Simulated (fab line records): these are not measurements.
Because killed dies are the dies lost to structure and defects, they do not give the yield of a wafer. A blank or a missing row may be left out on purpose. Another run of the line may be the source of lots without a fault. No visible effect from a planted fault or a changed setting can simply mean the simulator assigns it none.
Which tool was responsible? / flow berkeley cmos170 / 45 wafers sampled from 15 lots at 1 step of a route of 331

WHAT THE GAUGES READ, wafer by wafer
The record lacks any reading of a measuring or inspecting step that a usual standard deviation could be used to judge.

WHICH TOOL RAN EACH LOT (tool, then ch and the chambers of the sampled wafers, then the start)
lot=L359; UCB170_CONTACT_SOFTBAKE_05=litho track-03 ch 0, day 8 10:46
lot=L360; UCB170_CONTACT_SOFTBAKE_05=litho track-01 ch 0, day 8 20:38
lot=L362; UCB170_CONTACT_SOFTBAKE_05=litho track-04 ch 0, day 8 20:45
lot=L361; UCB170_CONTACT_SOFTBAKE_05=litho track-03 ch 0, day 8 22:45
lot=L365; UCB170_CONTACT_SOFTBAKE_05=litho track-03 ch 0, day 9 14:01
lot=L364; UCB170_CONTACT_SOFTBAKE_05=litho track-01 ch 0, day 9 14:22
lot=L363; UCB170_CONTACT_SOFTBAKE_05=litho track-03 ch 0, day 9 16:03
lot=L370; UCB170_CONTACT_SOFTBAKE_05=litho track-03 ch 0, day 10 13:20
lot=L368; UCB170_CONTACT_SOFTBAKE_05=litho track-04 ch 0, day 10 15:14
lot=L372; UCB170_CONTACT_SOFTBAKE_05=litho track-04 ch 0, day 11 01:30
lot=L375; UCB170_CONTACT_SOFTBAKE_05=litho track-03 ch 0, day 12 01:31
lot=L376; UCB170_CONTACT_SOFTBAKE_05=litho track-01 ch 0, day 12 02:01
lot=L377; UCB170_CONTACT_SOFTBAKE_05=litho track-03 ch 0, day 12 06:19
lot=L379; UCB170_CONTACT_SOFTBAKE_05=litho track-03 ch 0, day 12 17:43
lot=L381; UCB170_CONTACT_SOFTBAKE_05=litho track-01 ch 0, day 13 12:50
- UCB170_CONTACT_SOFTBAKE_05: time 60 s.

WHAT THE TOOLS THEMSELVES READ (means of the sampled wafers that have a number; where no wafer has one, the mark that the record gives instead)
UCB170_CONTACT_SOFTBAKE_05. Usual: 89.24 s for run length s, sd 0.12.
lot=L359; tool=litho track-03; run length s (s)=89.15; flag=
lot=L360; tool=litho track-01; run length s (s)=89.19; flag=
lot=L362; tool=litho track-04; run length s (s)=89.38; flag=
lot=L361; tool=litho track-03; run length s (s)=89.25; flag=
lot=L365; tool=litho track-03; run length s (s)=89.28; flag=
lot=L364; tool=litho track-01; run length s (s)=89.20; flag=
lot=L363; tool=litho track-03; run length s (s)=89.15; flag=
lot=L370; tool=litho track-03; run length s (s)=89.21; flag=
lot=L368; tool=litho track-04; run length s (s)=89.38; flag=
lot=L372; tool=litho track-04; run length s (s)=89.19; flag=
lot=L375; tool=litho track-03; run length s (s)=94.09; flag=OFF
lot=L376; tool=litho track-01; run length s (s)=89.17; flag=
lot=L377; tool=litho track-03; run length s (s)=93.97; flag=OFF
lot=L379; tool=litho track-03; run length s (s)=93.91; flag=OFF
lot=L381; tool=litho track-01; run length s (s)=89.20; flag=

THE ANSWER, worked out from the rows above alone
Rule: a lot counts as off when the mean over its wafers that have a number is more than 3 standard deviations away from the usual mean. A lot without any number at a reading at which 4 lots or more have one is off too. All remaining lots with rows at the step are treated as sound. After the gauges, taken in route order, come the tools' own readings; for these a lot's mean is taken, as printed above. The first step at which some lot is off is used, and at that step the reading that is off furthest; a lot without a number counts as furthest.
Off at UCB170_CONTACT_SOFTBAKE_05 (run length s): L375, L377, L379.
A tool fits if, at that step or a process step before it, it ran every lot that is off, and no sound lot after the first of them. One fits: litho track-03 at UCB170_CONTACT_SOFTBAKE_05. A fault onset in the window from L370 (day 10 13:20, its last sound lot) to L375 (day 12 01:31, its first lot off) fits.
On the lots that are off, the tool's own readings at UCB170_CONTACT_SOFTBAKE_05 differ by more than 5 times the standard deviation of the sound lots' means, which bears it out; run length s reads 93.99 s there versus 89.23 s on the sound lots.

WHAT WAS PUT IN BY THE SIMULATOR
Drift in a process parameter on litho track-03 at UCB170_CONTACT_SOFTBAKE_05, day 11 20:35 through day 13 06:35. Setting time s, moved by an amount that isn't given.
Shown lots that were struck: L375, L377, L379. This agrees with what the rule above found.
